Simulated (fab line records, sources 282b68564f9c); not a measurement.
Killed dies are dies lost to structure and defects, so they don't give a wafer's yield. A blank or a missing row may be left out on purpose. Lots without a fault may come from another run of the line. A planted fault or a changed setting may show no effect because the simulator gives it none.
fab line records | flow rit_cmos
record lots=6 wafers=18 last_day=7
route steps=202 shown PLDD@121 SPACER@125 NSD@131 M1@202
lots that met no fault: from a run of the same line without faults
start_h: hours from the record's first day to the start of the lot's first wafer shown | wait_h: hours since the lot's step before | " the same as in the row above | L1.1+2: a row that stands for several wafers | - no value, or no start given | * or withheld: withheld | < > ~ a bound
route shown NAME@n: a module of which the file shows steps, and the number in the route of the first | usual: mean/standard deviation of fault-free wafers | same: alike in all rows | chamber/n: place in a boat | sites: the reading at each site | _std_site: their standard deviation | _edge_site: outer sites' mean less inner sites' | radius_mm: how far each site lies from the wafer's centre | mask NAME#n: copy n | behind: the tool/chamber that last shaped the wafer | hold: why the lot was held/for how many hours/how that ended | device: the transistor (n, p or np) that didn't switch | end of line: the same wafers' tests at the end of the route | a step without rows: its recipe alone | killed: dies lost to structure and defects at the first sort, not the wafer's yield | map: a wafer's dies, x killed, . not, _ none there
set.NAME: the setting as run; set.NAME@STEP: as run at that earlier step | model.NAME: the simulator's own value behind a step, which no gauge read
lots at some steps of the route; a table a step, a row a wafer
services: from which hour (start_h, from the record's first day; less than 0 if before it) a tool's chamber was out of use, for how many hours, and why
## steps
# step RIT_PLDD_HARDBAKE_07
# recipe resist=NOVOLAK temp_c=140 time_s=60
# step RIT_PLDD_IMPLANT_08
# recipe species=BF2 energy_kev=20 dose_cm2=9e+14 tilt_deg=7
# step RIT_PLDD_STRIP_09
# recipe chemistry=O2 time_s=180 resist=NOVOLAK platen_temp_c=withheld power_w=500 pressure_mtorr=4000 o2_flow_sccm=4123
# usual drypump_motor_current_A=6.0/0.36
# same time_s=180
# columns lot.wafer tool chamber start_h wait_h drypump_motor_current_A rf_hours_counter_h
L267.1 plasma_asher-02 1 48.54 0.1 6.0 41
L267.5 " 0 " " 6.1 -
L267.6 " 1 " " 6.0 -
L276.3 plasma_asher-02 0 96.00 0.1 6.2 -
L276.5 " 0 " " 6.2 -
L276.6 " 1 " " 6.0 -
L277.2 plasma_asher-03 1 98.12 0.1 5.7 44
L277.3 " 1 " " 5.7 -
L277.4 " 0 " " 6.5 -
L281.2 plasma_asher-02 1 120.09 0.1 6.0 49
L281.5 " 1 " " 6.0 -
L281.6 " 0 " " 6.2 -
L287.1 plasma_asher-03 0 148.77 0.1 6.4 48
L287.3 " 1 " " 5.7 -
L287.6 " 0 " " 6.4 -
L288.1 plasma_asher-04 1 154.07 0.1 5.9 36
L288.2 " 0 " " 5.2 36
L288.6 " 0 " " 5.2 -
# step RIT_PLDD_TW_MEAS_10
# usual PLDD_TW=2350/16
# columns lot.wafer tool chamber start_h wait_h PLDD_TW
L267.1 film_metro-03 - 48.71 0.1 2371
L267.5 " - " " 2362
L267.6 " - " " 2359
L276.3 film_metro-02 - 96.13 0.1 2368
L276.5 " - " " 2364
L276.6 " - " " 2368
L277.2 film_metro-01 - 98.30 0.1 2310
L277.3 " - " " 2314
L277.4 " - " " 2314
L281.2 film_metro-03 - 120.27 0.1 2352
L281.5 " - " " 2369
L281.6 " - " " 2345
L287.1 film_metro-01 - 148.95 0.1 2330
L287.3 " - " " 2334
L287.6 " - " " 2349
L288.1 film_metro-03 - 154.24 0.1 2357
L288.2 " - " " 2352
L288.6 " - " " 2339
# step RIT_SPACER_CLEAN_00
# recipe chemistry=SC1 mix=3:3:50 time_s=600 temp_c=75
# step RIT_SPACER_CLEAN_01
# recipe chemistry=dHF dilution=50:1 time_s=30
# step RIT_SPACER_CLEAN_02
# recipe chemistry=SC2 mix=3:3:50 time_s=600 temp_c=75 dry=n2_spin
# step RIT_SPACER_CVD_03
# recipe material=Si3N4 target_thk_nm=250 temp_c=810 precursor=SiH2Cl2/NH3 time_s=3300 pressure_mtorr=300 sih2cl2_flow_sccm=60 nh3_flow_sccm=150
# step RIT_SPACER_THK_MEAS_04
# recipe reads=Si3N4_of_SPACER_CVD_03
# usual SPACER_NITRIDE_THK=249.4/2.8
# columns lot.wafer tool chamber start_h wait_h SPACER_NITRIDE_THK[nm]
L267.1 film_metro-02 - 51.09 0.0 247.2
L267.5 " - " " 246.9
L267.6 " - " " 250.1
L276.3 film_metro-04 - 99.48 0.0 249.9
L276.5 " - " " 251.7
L276.6 " - " " 250.1
L277.2 film_metro-04 - 102.12 0.0 246.6
L277.3 " - " " 249.2
L277.4 " - " " 246.3
L281.2 film_metro-04 - 122.96 0.0 249.8
L281.5 " - " " 248.6
L281.6 " - " " 248.0
L287.1 film_metro-01 - 151.29 0.0 244.6
L287.3 " - " " 244.1
L287.6 " - " " 242.4
L288.1 film_metro-04 - 156.58 0.0 248.8
L288.2 " - " " 247.7
L288.6 " - " " 248.2
# step RIT_SPACER_ETCHBACK_05
# recipe target_depth_a=2500 SF6_flow_sccm=30 CHF3_flow_sccm=30 target=Si3N4 chemistry=SF6/CHF3 pressure_mtorr=40 rf_w=250 time_s=240 stop_on=SiO2
# usual drypump_motor_current_A=5.5/0.43 oes_product_au=0.843/0.015 throttle_valve_pct=10.20/0.15
# same time_s=240
# columns lot.wafer tool chamber start_h wait_h drypump_motor_current_A oes_product_au rf_hours_counter_h throttle_valve_pct
L267.1 rie_diel-03 0 51.15 0.1 5.5 0.843 58 10.03
L267.5 " 1 " " 4.9 0.810 - 10.01
L267.6 " 2 " " 5.2 0.867 - 10.18
L276.3 rie_diel-03 2 99.52 0.0 5.3 0.860 35 10.18
L276.5 " 1 " " 4.9 0.831 - 9.99
L276.6 " 0 " " 5.5 0.859 - 10.02
L277.2 rie_diel-04 0 102.17 0.0 6.0 0.835 30 10.07
L277.3 " 2 " " 5.4 0.850 6 10.32
L277.4 " 1 " " 6.0 0.843 129 10.28
L281.2 rie_diel-04 1 123.01 0.0 6.0 0.850 130 10.27
L281.5 " 3 " " 6.1 0.844 - 10.45
L281.6 " 2 " " 5.4 0.844 - 10.32
L287.1 rie_diel-04 3 151.35 0.1 6.1 0.844 32 10.45
L287.3 " 1 " " 6.0 0.831 130 10.25
L287.6 " 2 " " 5.4 0.823 - 10.32
L288.1 rie_diel-03 3 156.64 0.1 5.9 0.845 139 10.11
L288.2 " 0 " " 5.5 0.849 60 10.03
L288.6 " 0 " " 5.5 0.853 - 10.02
# step RIT_NSD_HMDS_00
# recipe prime_time_s=60 prime_temp_c=140
# step RIT_NSD_COAT_01
# recipe resist=NOVOLAK spin_rpm=3250 resist_thk_nm=1000
# step RIT_NSD_SOFTBAKE_02
# recipe resist=NOVOLAK temp_c=90 time_s=60
# usual run_length_s=89.08/0.29
# columns lot.wafer tool chamber start_h wait_h run_length_s
L267.1 litho_track-02 0 51.60 0.1 89.32
L267.5 " 0 " " 89.23
L267.6 " 0 " " 89.36
L276.3 litho_track-02 0 100.02 0.1 97.70
L276.5 " 0 " " 97.68
L276.6 " 0 " " 97.53
L277.2 litho_track-02 0 102.65 0.1 97.59
L277.3 " 0 " " 97.70
L277.4 " 0 " " 97.68
L281.2 litho_track-03 0 123.49 0.1 88.87
L281.5 " 0 " " 88.77
L281.6 " 0 " " 88.77
L287.1 litho_track-01 0 151.80 0.1 88.91
L287.3 " 0 " " 88.87
L287.6 " 0 " " 89.01
L288.1 litho_track-03 0 157.09 0.1 88.83
L288.2 " 0 " " 88.64
L288.6 " 0 " " 88.75
# step RIT_NSD_EXPOSE_03
# recipe mask_id=M9 na=0.57 target_cd_nm=40700 dose_mj=250
# step RIT_M1_PROBE_99
# usual killed_at_contacts=0.1/0.23 killed_at_front_end=7.3/2.9 killed_dies=7.3/3 killed_open=3.6/1.8 killed_short=3.7/2.1
# same gross_dies=264 killed_at_M0_to_M3=0 killed_at_M4_up=0 killed_at_back_side=0 killed_at_other=0
# columns lot.wafer tool chamber start_h wait_h killed_at_contacts killed_at_front_end killed_dies killed_open killed_short
L267.1 prober-01 - 62.27 0.1 0 5 5 2 3
L267.5 prober-01 - 62.47 0.2 0 2 2 1 1
L267.6 prober-01 - 62.52 0.2 0 4 4 3 1
L276.3 prober-02 - 111.08 0.2 0 6 6 3 3
L276.5 prober-02 - 111.18 0.2 0 9 9 4 5
L276.6 prober-02 - 111.23 0.2 0 6 6 4 2
L277.2 prober-01 - 113.84 0.1 0 7 7 4 3
L277.3 prober-01 - 113.89 0.2 0 6 6 3 3
L277.4 prober-01 - 113.94 0.2 0 1 1 1 0
L281.2 prober-01 - 134.13 0.1 0 7 7 4 3
L281.5 prober-01 - 134.28 0.2 0 4 4 2 2
L281.6 prober-01 - 134.33 0.2 0 6 6 2 4
L288.1 prober-02 - 168.63 0.1 0 7 7 4 3
L288.2 prober-02 - 168.68 0.1 1 5 6 1 4
L288.6 prober-02 - 168.88 0.2 0 8 8 4 4
# killed by level:class
L267.1 FOX2:geometric_particle:short=1 GATE:geometric_particle:open=1 GATE:geometric_particle:short=1 REOX:geometric_particle:short=1 REOX:geometric_particle:open=1
L267.5 GATE:geometric_particle:short=1 GATE:geometric_particle:open=1
L267.6 FOX1:geometric_particle:open=1 GATE:geometric_particle:open=1 GATE:geometric_particle:short=1 SILICIDE:geometric_particle:open=1
L276.3 SPACER:geometric_particle:short=2 FOX1:geometric_particle:open=1 GATE:geometric_particle:short=1 GATE:geometric_particle:open=1 SPACER:geometric_particle:open=1
L276.5 GATE:geometric_particle:open=2 GATE:geometric_particle:short=2 SPACER:geometric_particle:short=2 ACTIVE:geometric_particle:short=1 FOX1:geometric_particle:open=1 SPACER:geometric_particle:open=1
L276.6 GATE:geometric_particle:open=3 GATE:geometric_particle:short=1 REOX:geometric_particle:open=1 SPACER:geometric_particle:short=1
L277.2 FOX2:geometric_particle:short=2 REOX:geometric_particle:open=2 FOX2:geometric_particle:open=1 SPACER:geometric_particle:short=1 SILICIDE:geometric_particle:open=1
L277.3 FOX1:geometric_particle:short=1 FOX2:geometric_particle:open=1 GATE:geometric_particle:short=1 REOX:geometric_particle:open=1 SPACER:geometric_particle:short=1 SPACER:geometric_particle:open=1
L277.4 FOX2:geometric_particle:open=1
L281.2 GATE:geometric_particle:open=4 FOX2:geometric_particle:short=1 GATE:geometric_particle:short=1 REOX:geometric_particle:short=1
L281.5 GATE:geometric_particle:short=2 GATE:geometric_particle:open=1 SILICIDE:geometric_particle:open=1
L281.6 GATE:geometric_particle:short=2 FOX1:geometric_particle:short=1 FOX2:geometric_particle:short=1 SPACER:geometric_particle:open=1 SILICIDE:geometric_particle:open=1
L288.1 SILICIDE:geometric_particle:short=2 FOX1:geometric_particle:open=1 FOX2:geometric_particle:open=1 GATE:geometric_particle:open=1 GATE:geometric_particle:short=1 SPACER:geometric_particle:open=1
L288.2 GATE:geometric_particle:short=2 FOX1:geometric_particle:open=1 FOX1:geometric_particle:short=1 SPACER:geometric_particle:short=1 CONTACT:coat_microbubble_printed=1
L288.6 GATE:geometric_particle:open=4 GATE:geometric_particle:short=3 FOX1:geometric_particle:short=1
## services
# columns tool chamber start_h hours kind
plasma_asher-04 - 29.74 2.5 repair
rie_diel-03 - 54.63 2.8 pm
rie_diel-03 3 61.35 8.1 repair
plasma_asher-03 - 127.60 15.7 repair
rie_diel-03 - 145.15 2.3 repair
rie_diel-04 2 147.01 4.3 repair
rie_diel-04 - 148.53 2.8 pm
## key
first_sign step=RIT_NSD_SOFTBAKE_02 reading=run_length_s direction=up sigmas=30 usual=* struck=*
effect none on later readings
met_at RIT_NSD_SOFTBAKE_02
struck_wafers L276.3,L276.5,L276.6,L277.2,L277.3,L277.4
tester_left_out L276,L277
onset_between 51.60 100.02
fault kind=process_parameter_drift tool=litho_track-02 chamber=- onset_h=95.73 steps=RIT_NSD_SOFTBAKE_02 channel=time_s offset=* shape=step end_h=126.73 acts_in=* stated=*
# tester_left_out: of these lots the tester's yield and bins aren't shown, on N5 and GAA mostly nor the transistor test; their killed dies are dies lost to structure and defects alone, not to doping, threshold or leakage, so they don't give the yield
